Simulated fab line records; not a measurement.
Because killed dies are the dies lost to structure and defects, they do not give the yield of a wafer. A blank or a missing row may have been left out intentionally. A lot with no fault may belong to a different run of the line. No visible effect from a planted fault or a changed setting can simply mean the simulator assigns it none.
One fault seen from 2 desks | flow berkeleyCmos170 | numbers are kept per desk, each desk with only its own; the story behind them comes last

## FROM THE METROLOGY DESK
Means of the sampled wafers that have a number, per lot and without regard to the tool the lot ran on: this is what the gauges read. A lot is out of limits, marked OUT, if its mean lies more than 4 standard deviations from the usual mean; the brackets give that distance.
Columns: A = ACTIVE_OXIDE_THK at UCB170_ACTIVE_THK_MEAS_03, usual 26.7 nm
lot  | first seen here | A
L930 | day 4 06:45     | 26.6
L931 | day 4 14:55     | 26.0
L932 | day 4 14:56     | 26.3
L933 | day 4 23:08     | 26.4
L934 | day 5 11:02     | 26.7
L935 | day 5 11:03     | 26.8
L936 | day 5 22:43     | 27.8
L947 | day 7 04:04     | 26.4
L945 | day 7 04:04     | 26.7
L950 | day 7 22:19     | 27.2
L951 | day 7 22:23     | 26.3
L952 | day 8 06:32     | 26.6
Result from this desk: across the 12 lots, nothing is out of limits.

## AT THE TOOL OWNER'S DESK: lithoTrack-01
The tool's own readings at UCB170_GATE_DEVELOP_11 (develop time 45 s): means of the sampled wafers that have a number, for each lot that ran on this tool. A lot is out of limits, marked OUT, if its mean lies more than 4 standard deviations from the usual mean; the brackets give that distance.
Columns: A = developerTempC at UCB170_GATE_DEVELOP_11, usual 20.99 C; B = exhaustPa at UCB170_GATE_DEVELOP_11, usual 44.9 Pa; C = resistLineTempC at UCB170_GATE_DEVELOP_11, usual 22.99 C
lot  | first seen here | A                | B    | C
L932 | day 7 03:00     | 21.03            | 44.8 | 22.99
L933 | day 7 03:00     | 21.08            | 45.1 | 23.00
L934 | day 7 13:00     | 21.03            | 45.1 | 22.91
L945 | day 9 08:00     | 20.09 (-9.0) OUT | 44.6 | 22.86
L947 | day 9 08:00     | 20.00 (-9.9) OUT | 43.1 | 22.95
This desk's finding: out of limits on L945, L947; first on L945, day 9 08:00 (developerTempC at UCB170_GATE_DEVELOP_11). Within limits: L932, L933, L934.

## ALL TOGETHER
On L945, L947, at day 9 08:00, an alarm was possible from the tool owner's desk.
The metrology desk saw nothing out of limits.
The metrology desk has L945, L947 on record, within its limits.
The lots listed all ran UCB170_GATE_DEVELOP_11 on lithoTrack-01.

## WHAT HAD BEEN PUT IN BY THE SIMULATOR
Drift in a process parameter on lithoTrack-01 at UCB170_GATE_DEVELOP_11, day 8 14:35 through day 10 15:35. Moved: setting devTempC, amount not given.
Shown lots that were struck: L945, L947.
Time in hours from fault onset to the first out-of-limits reading at each desk: the tool owner's desk, 17.
